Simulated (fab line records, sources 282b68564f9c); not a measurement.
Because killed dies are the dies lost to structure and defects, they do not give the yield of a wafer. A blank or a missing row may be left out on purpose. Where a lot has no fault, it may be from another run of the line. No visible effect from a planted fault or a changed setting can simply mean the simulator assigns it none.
fab line records -- flow ritCmos
record lots=15, wafers=45, lastDay=8
route steps=202 shown NWELL@36 M1@202
lots with no fault: from the same line, run without faults
startH: hours from the record's first day to the start of the lot's first wafer shown -- waitH: hours since the lot's step before -- " repeats the value in the row above -- L1.1+2: one row covering several wafers at once -- - value missing, or start not given -- * or withheld: withheld -- < > ~ a bound
route shown NAME@n: a module of which the file shows steps, and the number in the route of the first -- usual: average and standard deviation across the fault-free wafers -- same: alike in all rows -- chamber/n: place in a boat -- sites: per-site readings -- _std_site: their standard deviation -- _edge_site: inner sites' mean taken away from outer sites' mean -- radiusMm: for every site, how far away it sits from the centre of the wafer -- mask NAME#n: copy n -- behind: the most recent tool/chamber to have shaped the wafer -- hold: what put the lot on hold/how long, in hours/how the hold closed -- device: the transistor (n, p or np) that didn't switch -- end of line: the same wafers' tests at the end of the route -- where a step has no rows: the recipe by itself -- killed: count of dies lost to structure and defects at first sort (not the wafer's yield) -- map: dies across one wafer; x = killed, . = not, _ = none there
set.NAME: setting as actually run; set.NAME@STEP: the setting as run at that earlier step -- model.NAME: the simulator's own value behind a step, which no gauge read
steps of the route over a sample of lots; a table a step, a row a wafer
services: a tool's chamber out of use, with start hour (startH, from the record's first day; less than 0 if before it), hours out, and reason
## steps
# step RIT_NWELL_IMPLANT_08
# recipe species=P, energyKev=170, doseCm2=5e+13, tiltDeg=7
# usual beamEnergyKeV=169.99/0.046, beamOnS=10.00/0.2
lot.wafer,tool,chamber,startH,waitH,beamEnergyKeV,beamOnS
L371.2,implanter-03,0,21.54,0.2,169.99,10.14
L371.4,implanter-03,0,21.54,0.2,170.09,9.61
L371.6,implanter-03,0,21.54,0.2,170.02,10.15
L373.1,implanter-04,0,33.30,0.2,170.05,9.94
L373.3,implanter-04,0,33.30,0.2,170.02,9.89
L373.5,implanter-04,0,33.30,0.2,170.03,10.17
L375.1,implanter-03,0,49.22,0.2,170.02,10.29
L375.2,implanter-03,0,49.22,0.2,169.96,10.20
L375.5,implanter-03,0,49.22,0.2,169.96,9.83
L376.2,implanter-01,0,53.20,0.2,170.01,10.13
L376.3,implanter-01,0,53.20,0.2,170.00,10.45
L376.5,implanter-01,0,53.20,0.2,169.95,9.97
L378.2,implanter-04,0,61.11,0.2,170.01,9.94
L378.4,implanter-04,0,61.11,0.2,169.98,10.18
L378.6,implanter-04,0,61.11,0.2,170.00,9.74
L381.3,implanter-01,0,73.21,0.2,170.03,10.17
L381.5,implanter-01,0,73.21,0.2,170.06,10.12
L381.6,implanter-01,0,73.21,0.2,169.97,10.10
L382.3,implanter-04,0,77.32,0.2,170.00,9.84
L382.4,implanter-04,0,77.32,0.2,170.05,9.71
L382.6,implanter-04,0,77.32,0.2,170.04,10.08
L383.1,implanter-01,0,86.37,0.2,170.08,10.09
L383.4,implanter-01,0,86.37,0.2,169.97,10.05
L383.6,implanter-01,0,86.37,0.2,170.05,9.92
L384.1,implanter-04,0,91.59,0.2,169.92,9.87
L384.2,implanter-04,0,91.59,0.2,169.95,10.03
L384.3,implanter-04,0,91.59,0.2,169.98,9.76
L385.3,implanter-01,0,92.31,0.2,170.02,9.70
L385.5,implanter-01,0,92.31,0.2,169.96,9.98
L385.6,implanter-01,0,92.31,0.2,170.00,10.04
L386.1,implanter-01,0,100.73,0.2,151.11,10.20
L386.3,implanter-01,0,100.73,0.2,151.11,10.09
L386.5,implanter-01,0,100.73,0.2,151.12,9.74
L389.1,implanter-04,0,114.58,0.2,170.05,10.01
L389.3,implanter-04,0,114.58,0.2,169.99,10.39
L389.5,implanter-04,0,114.58,0.2,169.99,9.98
L391.2,implanter-01,0,122.98,0.2,151.13,9.95
L391.3,implanter-01,0,122.98,0.2,151.20,10.35
L391.5,implanter-01,0,122.98,0.2,151.25,9.81
L393.4,implanter-01,0,132.76,0.2,151.17,9.89
L393.5,implanter-01,0,132.76,0.2,151.13,9.98
L393.6,implanter-01,0,132.76,0.2,151.19,10.17
L394.2,implanter-03,0,137.66,0.2,169.93,9.92
L394.3,implanter-03,0,137.66,0.2,169.98,9.79
L394.4,implanter-03,0,137.66,0.2,169.97,10.10
# step RIT_M1_PROBE_99
# usual killedAtContacts=0.1/0.23, killedAtFrontEnd=6.2/2.8, killedDies=6.3/2.7, killedOpen=3.1/2, killedShort=3.2/1.8
# same grossDies=264, killed_at_M0_to_M3=0, killed_at_M4_up=0, killedAtBackSide=0, killedAtOther=0
lot.wafer,tool,chamber,startH,waitH,killedAtContacts,killedAtFrontEnd,killedDies,killedOpen,killedShort
L371.2,prober-02,-,67.46,0.1,0,7,7,4,3
L371.4,prober-02,-,67.56,0.2,0,8,8,4,4
L371.6,prober-02,-,67.66,0.2,0,8,8,6,2
L373.1,prober-02,-,76.05,0.1,0,6,6,3,3
L373.3,prober-02,-,76.15,0.2,0,3,3,2,1
L373.5,prober-02,-,76.25,0.2,0,6,6,3,3
L375.1,prober-02,-,88.66,0.1,0,8,8,1,7
L375.2,prober-02,-,88.71,0.1,0,5,5,2,3
L375.5,prober-02,-,88.86,0.2,0,7,7,4,3
L376.2,prober-01,-,93.55,0.1,0,11,11,4,7
L376.3,prober-01,-,93.60,0.2,0,7,7,3,4
L376.5,prober-01,-,93.70,0.2,0,2,2,1,1
L378.2,prober-02,-,106.64,0.1,0,3,3,0,3
L378.4,prober-02,-,106.74,0.2,0,4,4,3,1
L378.6,prober-02,-,106.84,0.2,0,3,3,0,3
L381.3,prober-01,-,112.20,0.2,0,5,5,2,3
L381.5,prober-01,-,112.30,0.2,0,2,2,0,2
L381.6,prober-01,-,112.35,0.2,1,4,5,4,1
L382.3,prober-02,-,117.95,0.2,0,7,7,2,5
L382.4,prober-02,-,118.00,0.2,0,5,5,3,2
L382.6,prober-02,-,118.10,0.2,0,7,7,4,3
L383.1,prober-01,-,124.20,0.1,0,7,7,5,2
L383.4,prober-01,-,124.35,0.2,0,3,3,0,3
L383.6,prober-01,-,124.45,0.2,0,8,8,4,4
L384.1,prober-02,-,127.51,0.1,0,10,10,5,5
L384.2,prober-02,-,127.56,0.1,0,4,4,2,2
L384.3,prober-02,-,127.61,0.2,0,8,8,5,3
L385.3,prober-01,-,132.99,0.2,0,11,11,6,5
L385.5,prober-01,-,133.09,0.2,0,10,10,4,6
L385.6,prober-01,-,133.14,0.2,0,4,4,4,0
L386.1,prober-02,-,140.07,0.1,0,6,6,0,6
L386.3,prober-02,-,140.17,0.2,0,2,2,1,1
L386.5,prober-02,-,140.27,0.2,0,10,10,7,3
L389.1,prober-02,-,159.19,0.1,0,4,4,2,2
L389.3,prober-02,-,159.29,0.2,0,2,2,2,0
L389.5,prober-02,-,159.39,0.2,0,7,7,4,3
L391.2,prober-01,-,179.95,0.1,0,3,3,2,1
L391.3,prober-01,-,180.00,0.2,1,3,4,2,2
L391.5,prober-01,-,180.10,0.2,0,7,7,4,3
L393.4,prober-02,-,181.55,0.2,0,5,5,3,2
L393.5,prober-02,-,181.60,0.2,0,10,10,6,4
L393.6,prober-02,-,181.65,0.2,0,2,2,1,1
L394.2,prober-02,-,188.00,0.1,0,7,7,3,4
L394.3,prober-02,-,188.05,0.2,0,2,2,1,1
L394.4,prober-02,-,188.10,0.2,0,5,5,3,2
# killed by level:class
L371.2 GATE:geometricParticle:open=2 SILICIDE:geometricParticle:short=2 FOX1:geometricParticle:open=1 FOX2:geometricParticle:open=1 REOX:geometricParticle:short=1
L371.4 FOX1:geometricParticle:open=2 REOX:geometricParticle:short=2 GATE:geometricParticle:short=1 GATE:geometricParticle:open=1 REOX:geometricParticle:open=1 SPACER:geometricParticle:short=1
L371.6 FOX1:geometricParticle:open=2 REOX:geometricParticle:open=2 GATE:geometricParticle:open=1 GATE:geometricParticle:short=1 REOX:geometricParticle:short=1 SPACER:geometricParticle:open=1
L373.1 REOX:geometricParticle:open=2 FOX2:geometricParticle:short=1 GATE:geometricParticle:open=1 GATE:geometricParticle:short=1 SILICIDE:geometricParticle:short=1
L373.3 FOX1:geometricParticle:open=2 GATE:geometricParticle:short=1
L373.5 FOX1:geometricParticle:open=3 FOX1:geometricParticle:short=1 FOX2:geometricParticle:short=1 REOX:geometricParticle:short=1
L375.1 FOX1:geometricParticle:short=3 GATE:geometricParticle:short=3 ACTIVE:geometricParticle:short=1 GATE:geometricParticle:open=1
L375.2 GATE:geometricParticle:short=2 FOX1:geometricParticle:short=1 GATE:geometricParticle:open=1 SPACER:geometricParticle:open=1
L375.5 FOX1:geometricParticle:short=2 GATE:geometricParticle:open=2 FOX1:geometricParticle:open=1 GATE:geometricParticle:short=1 SPACER:geometricParticle:open=1
L376.2 GATE:geometricParticle:open=3 GATE:geometricParticle:short=2 SPACER:geometricParticle:short=2 SILICIDE:geometricParticle:short=2 FOX1:geometricParticle:open=1 FOX1:geometricParticle:short=1
L376.3 SILICIDE:geometricParticle:open=2 FOX1:geometricParticle:short=1 FOX2:geometricParticle:short=1 SILICIDE:geometricParticle:short=1 GATE:geometricParticle:open=1 SPACER:geometricParticle:short=1
L376.5 REOX:geometricParticle:open=1 SPACER:geometricParticle:short=1
L378.2 SPACER:geometricParticle:short=2 GATE:geometricParticle:short=1
L378.4 REOX:geometricParticle:short=1 REOX:geometricParticle:open=1 SPACER:geometricParticle:open=1 SILICIDE:geometricParticle:open=1
L378.6 FOX1:geometricParticle:short=1 REOX:geometricParticle:short=1 SILICIDE:geometricParticle:short=1
L381.3 FOX1:geometricParticle:short=3 FOX1:geometricParticle:open=2
L381.5 GATE:geometricParticle:short=2
L381.6 FOX1:geometricParticle:open=1 GATE:geometricParticle:open=1 SILICIDE:geometricParticle:open=1 SILICIDE:geometricParticle:short=1 CONTACT:geometricParticle:open=1
L382.3 FOX1:geometricParticle:short=1 GATE:geometricParticle:open=1 GATE:geometricParticle:short=1 REOX:geometricParticle:short=1 REOX:geometricParticle:open=1 SPACER:geometricParticle:short=1 SILICIDE:geometricParticle:short=1
L382.4 ACTIVE:geometricParticle:short=1 FOX2:geometricParticle:open=1 GATE:geometricParticle:short=1 GATE:geometricParticle:open=1 SPACER:geometricParticle:open=1
L382.6 FOX2:geometricParticle:open=2 SILICIDE:geometricParticle:short=2 FOX2:geometricParticle:short=1 GATE:geometricParticle:open=1 SILICIDE:geometricParticle:open=1
L383.1 GATE:geometricParticle:open=3 FOX2:geometricParticle:open=1 GATE:geometricParticle:short=1 REOX:geometricParticle:open=1 SPACER:geometricParticle:short=1
L383.4 GATE:geometricParticle:short=2 REOX:geometricParticle:short=1
L383.6 GATE:geometricParticle:short=3 FOX2:geometricParticle:open=1 GATE:geometricParticle:open=1 REOX:geometricParticle:open=1 SPACER:geometricParticle:short=1 SILICIDE:geometricParticle:open=1
L384.1 GATE:geometricParticle:open=3 GATE:geometricParticle:short=2 SPACER:geometricParticle:short=2 FOX1:geometricParticle:open=1 SILICIDE:geometricParticle:short=1 SILICIDE:geometricParticle:open=1
L384.2 FOX1:geometricParticle:open=1 FOX2:geometricParticle:short=1 GATE:geometricParticle:open=1 SILICIDE:geometricParticle:short=1
L384.3 GATE:geometricParticle:open=4 SILICIDE:geometricParticle:short=2 GATE:geometricParticle:short=1 REOX:geometricParticle:open=1
L385.3 GATE:geometricParticle:short=3 REOX:geometricParticle:open=2 FOX2:geometricParticle:open=1 GATE:geometricParticle:open=1 REOX:geometricParticle:short=1 SPACER:geometricParticle:open=1 SILICIDE:geometricParticle:short=1 SILICIDE:geometricParticle:open=1
L385.5 GATE:geometricParticle:short=2 GATE:geometricParticle:open=2 REOX:geometricParticle:short=2 FOX2:geometricParticle:open=1 FOX2:geometricParticle:short=1 SPACER:geometricParticle:open=1 SILICIDE:geometricParticle:short=1
L385.6 FOX1:geometricParticle:open=2 GATE:geometricParticle:open=1 REOX:geometricParticle:open=1
L386.1 SPACER:geometricParticle:short=2 FOX1:geometricParticle:short=1 FOX2:geometricParticle:short=1 GATE:geometricParticle:short=1 REOX:geometricParticle:short=1
L386.3 GATE:geometricParticle:open=1 GATE:geometricParticle:short=1
L386.5 GATE:geometricParticle:open=4 GATE:geometricParticle:short=2 FOX1:geometricParticle:open=1 REOX:geometricParticle:short=1 REOX:geometricParticle:open=1 SILICIDE:geometricParticle:open=1
L389.1 GATE:geometricParticle:open=2 FOX1:geometricParticle:short=1 REOX:geometricParticle:short=1
L389.3 REOX:geometricParticle:open=2
L389.5 GATE:geometricParticle:open=2 FOX1:geometricParticle:short=1 FOX2:geometricParticle:short=1 FOX2:geometricParticle:open=1 GATE:geometricParticle:short=1 SILICIDE:geometricParticle:open=1
L391.2 FOX1:geometricParticle:short=1 REOX:geometricParticle:open=1 SPACER:geometricParticle:open=1
L391.3 GATE:geometricParticle:short=2 SPACER:geometricParticle:open=1 CONTACT:geometricParticle:open=1
L391.5 FOX1:geometricParticle:short=2 SPACER:geometricParticle:open=2 FOX2:geometricParticle:open=1 GATE:geometricParticle:open=1 GATE:geometricParticle:short=1
L393.4 REOX:geometricParticle:open=2 FOX1:geometricParticle:open=1 SPACER:geometricParticle:short=1 SILICIDE:geometricParticle:short=1
L393.5 REOX:geometricParticle:open=5 SPACER:geometricParticle:short=3 REOX:geometricParticle:short=1 SPACER:geometricParticle:open=1
L393.6 REOX:geometricParticle:short=1 SILICIDE:geometricParticle:open=1
L394.2 GATE:geometricParticle:short=2 REOX:geometricParticle:open=2 ACTIVE:geometricParticle:short=1 SPACER:geometricParticle:open=1 SILICIDE:geometricParticle:short=1
L394.3 FOX2:geometricParticle:short=1 GATE:geometricParticle:open=1
L394.4 GATE:geometricParticle:short=2 FOX1:geometricParticle:open=1 FOX2:geometricParticle:open=1 SILICIDE:geometricParticle:open=1
## services
tool,chamber,startH,hours,kind
implanter-04,-,-0.29,4.0,repair
implanter-01,-,8.40,5.9,repair
implanter-03,-,41.04,3.2,pm
implanter-03,-,59.08,37.7,repair
implanter-03,-,106.98,2.0,repair
implanter-04,-,108.97,5.6,repair
## key
firstSign step=RIT_NWELL_IMPLANT_08, reading=beamEnergyKeV, direction=down, sigmas=99+, usual=169.99, struck=151.16
effect none on later readings
metAt RIT_NWELL_IMPLANT_08
struckLots L386,L391,L393
testerLeftOut L386,L391,L393
loopTrim step=RIT_M1_EXPOSE_06, setting=dose, lots=L391,L393
onsetBetween 92.31 100.73
fault kind=processParameterDrift, tool=implanter-01, chamber=-, onsetH=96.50, steps=RIT_NWELL_IMPLANT_08, channel=energyKev, offset=-18.806, shape=step, endH=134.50, actsIn=theseRecipesOnly, stated=170
# testerLeftOut: of these lots the tester's yield and bins aren't shown, on N5 and GAA mostly nor the transistor test; their killed dies are dies lost to structure and defects alone, not to doping, threshold or leakage, so they don't give the yield
# loopTrim: a control loop set the setting to another value than it would have without faults
